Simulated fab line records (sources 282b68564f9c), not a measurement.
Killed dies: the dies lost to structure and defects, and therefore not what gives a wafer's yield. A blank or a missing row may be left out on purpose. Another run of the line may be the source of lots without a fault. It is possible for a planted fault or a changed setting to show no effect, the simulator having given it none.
A lot that was struck, set against a sound lot | flow rit-cmos | 43 steps out of a route of 202
Sound: wafers L990.3, L990.5, L990.6. The struck wafers were L992.2, L992.3, L992.4. The cause is named last.
At each step with rows: each side's tool, then ch and its chambers, then its first start. Under that, the readings that differ: sound wafers | struck wafers | difference of the means | sigmas: that difference in standard deviations of wafers without a fault.
alike: readings whose means differ by less than 2 such deviations, and words and numbers that are the same on both sides. not compared: withheld readings, readings that some wafer has no value for, bounds like >300 that may hide the same value, and numbers for which the record gives no deviation and whose values overlap.
A row with sigmas, a row that says differs or no value, or rows on one side alone: a step with any of these is where the two part. Non-overlapping numbers with no deviation appear without sigmas and do not part them. Lack of a reading on every wafer of one side parts them only where that side has two or more wafers.

first, 4 steps without rows for these wafers: RIT_PLDD_SOFTBAKE_02 (time 60 s); RIT_PLDD_EXPOSE_03 (exposes mask M8, target cd 40900 nm); RIT_PLDD_PEB_04; RIT_PLDD_DEVELOP_05 (develop time 50 s).
RIT_PLDD_OVL_MEAS_06:
  struck on overlay-01, day 4 00:06; sound on overlay-02, day 3 11:42
  alike: PLDD_OVL
then, 2 steps without rows for these wafers: RIT_PLDD_HARDBAKE_07 (time 60 s); RIT_PLDD_IMPLANT_08.
RIT_PLDD_STRIP_09: strips in O2, time 180 s.
  sound on plasma-asher-02 ch 0,1, day 3 12:05; struck on plasma-asher-01 ch 0,1, day 4 00:32
  alike: drypump-motor-current-A, rf-refl-power-W
  not compared: rf-hours-counter-h
RIT_PLDD_TW_MEAS_10:
  struck on film-metro-02, day 4 00:44; sound on film-metro-01, day 3 12:13
  alike: PLDD_TW
then, 3 steps without rows for these wafers: RIT_SPACER_CLEAN_00 (cleans in SC1, time 600 s); RIT_SPACER_CLEAN_01 (cleans in dHF, time 30 s); RIT_SPACER_CLEAN_02 (cleans in SC2, time 600 s).
RIT_SPACER_CVD_03: deposits Si3N4 from SiH2Cl2/NH3, target thk 250 nm, time 3300 s.
  sound on lpcvd-02 ch 1, day 3 12:38; struck on lpcvd-02 ch 0, day 4 01:11
  reading                                  | sound             | struck            | difference | sigmas
  model.Si3N4_of_SPACER_CVD_03.thk-nm (nm) | 250.6 248.6 248.1 | 171.8 171.7 171.3 | -77.5      |
  alike: sih2cl2-flow-sccm
RIT_SPACER_THK_MEAS_04:
  struck on film-metro-03, day 4 03:06; sound on film-metro-04, day 3 14:34
  reading                 | sound             | struck            | difference | sigmas
  SPACER_NITRIDE_THK (nm) | 250.5 248.6 247.9 | 171.8 171.7 171.2 | -77.4      | -26
RIT_SPACER_ETCHBACK_05: etches Si3N4 in SF6/CHF3, stops on SiO2, target depth 250 nm, time 240 s.
  sound on rie-diel-01 ch 0,1,2, day 3 14:37; struck on rie-diel-03 ch 1,2,3, day 4 03:09
  reading                  | sound             | struck            | difference | sigmas
  oes-product-au (a.u.)    | 0.865 0.845 0.830 | 0.655 0.649 0.636 | -0.200     | -14
  model.etch.depth-nm (nm) | 250.6 248.6 248.1 | 171.8 171.7 171.3 | -77.5      |
  alike: drypump-motor-current-A, throttle-valve-pct
  not compared: rf-hours-counter-h
then, 6 steps without rows for these wafers: RIT_NSD_HMDS_00 (prime time 60 s); RIT_NSD_COAT_01 (resist thk 1000 nm); RIT_NSD_SOFTBAKE_02 (time 60 s); RIT_NSD_EXPOSE_03 (exposes mask M9, target cd 40700 nm); RIT_NSD_PEB_04; RIT_NSD_DEVELOP_05 (develop time 50 s).
RIT_NSD_OVL_MEAS_06:
  struck on overlay-02, day 4 04:10; sound on overlay-01, day 3 15:46
  reading      | sound       | struck         | difference | sigmas
  NSD_OVL (nm) | 2.9 1.9 3.6 | -0.7 -0.3 -0.6 | -3.3       | -2
then, 2 steps without rows for these wafers: RIT_NSD_HARDBAKE_07 (time 60 s); RIT_NSD_IMPLANT_08.
RIT_NSD_STRIP_09: strips in O2, time 180 s.
  sound on plasma-asher-03 ch 0,1, day 3 16:09; struck on plasma-asher-04 ch 0,1, day 4 04:29
  alike: drypump-motor-current-A, rf-refl-power-W
  not compared: rf-hours-counter-h
RIT_NSD_TW_MEAS_10:
  struck on film-metro-01, day 4 04:40; sound on film-metro-01, day 3 16:17
  alike: NSD_TW
then, 6 steps without rows for these wafers: RIT_PSD_HMDS_00 (prime time 60 s); RIT_PSD_COAT_01 (resist thk 1000 nm); RIT_PSD_SOFTBAKE_02 (time 60 s); RIT_PSD_EXPOSE_03 (exposes mask M10, target cd 40900 nm); RIT_PSD_PEB_04; RIT_PSD_DEVELOP_05 (develop time 50 s).
RIT_PSD_OVL_MEAS_06:
  struck on overlay-02, day 4 05:43; sound on overlay-01, day 3 17:28
  alike: PSD_OVL
then, 2 steps without rows for these wafers: RIT_PSD_HARDBAKE_07 (time 60 s); RIT_PSD_IMPLANT_08.
RIT_PSD_STRIP_09: strips in O2, time 180 s.
  sound on plasma-asher-01 ch 0,1, day 3 17:51; struck on plasma-asher-02 ch 0,1, day 4 06:02
  alike: drypump-motor-current-A, rf-refl-power-W
  not compared: rf-hours-counter-h
RIT_PSD_TW_MEAS_10:
  struck on film-metro-02, day 4 06:14; sound on film-metro-01, day 3 17:59
  alike: PSD_TW
then, 3 steps without rows for these wafers: RIT_SDANNEAL_CLEAN_00 (cleans in SC1, time 600 s); RIT_SDANNEAL_CLEAN_01 (cleans in dHF, time 30 s); RIT_SDANNEAL_CLEAN_02 (cleans in SC2, time 600 s).
RIT_SDANNEAL_RTA_03: time 5 s.
  sound on rtp-anneal-02 ch 0, day 3 18:26; struck on rtp-anneal-02 ch 0, day 4 06:39
  alike: wafer_temp_C_max
RIT_SDANNEAL_RS_MEAS_04: a four-point-probe measurement.
  struck on film-metro-02, day 4 06:43; sound on film-metro-03, day 3 18:33
  alike: PSD_RS
RIT_SILICIDE_WET_ETCH_00: etches SiO2 in BOE, target depth 14 nm, time 15 s.
  sound on wet-bench-03 ch 1, day 3 18:59; struck on wet-bench-01 ch 0, day 4 07:11
  reading                                  | sound             | struck            | difference | sigmas
  model.Si3N4_of_SPACER_CVD_03.thk-nm (nm) | 196.6 193.2 194.6 | 133.8 133.7 133.5 | -61.1      |

## WHERE THEY PART
Earliest at RIT_SPACER_THK_MEAS_04; latest, in this record, at RIT_NSD_OVL_MEAS_06. Later steps at which nothing parts them and some readings are alike: RIT_NSD_STRIP_09, RIT_NSD_TW_MEAS_10, RIT_PSD_OVL_MEAS_06, RIT_PSD_STRIP_09, RIT_PSD_TW_MEAS_10, RIT_SDANNEAL_RTA_03, RIT_SDANNEAL_RS_MEAS_04.

WHY: what the simulator had put in
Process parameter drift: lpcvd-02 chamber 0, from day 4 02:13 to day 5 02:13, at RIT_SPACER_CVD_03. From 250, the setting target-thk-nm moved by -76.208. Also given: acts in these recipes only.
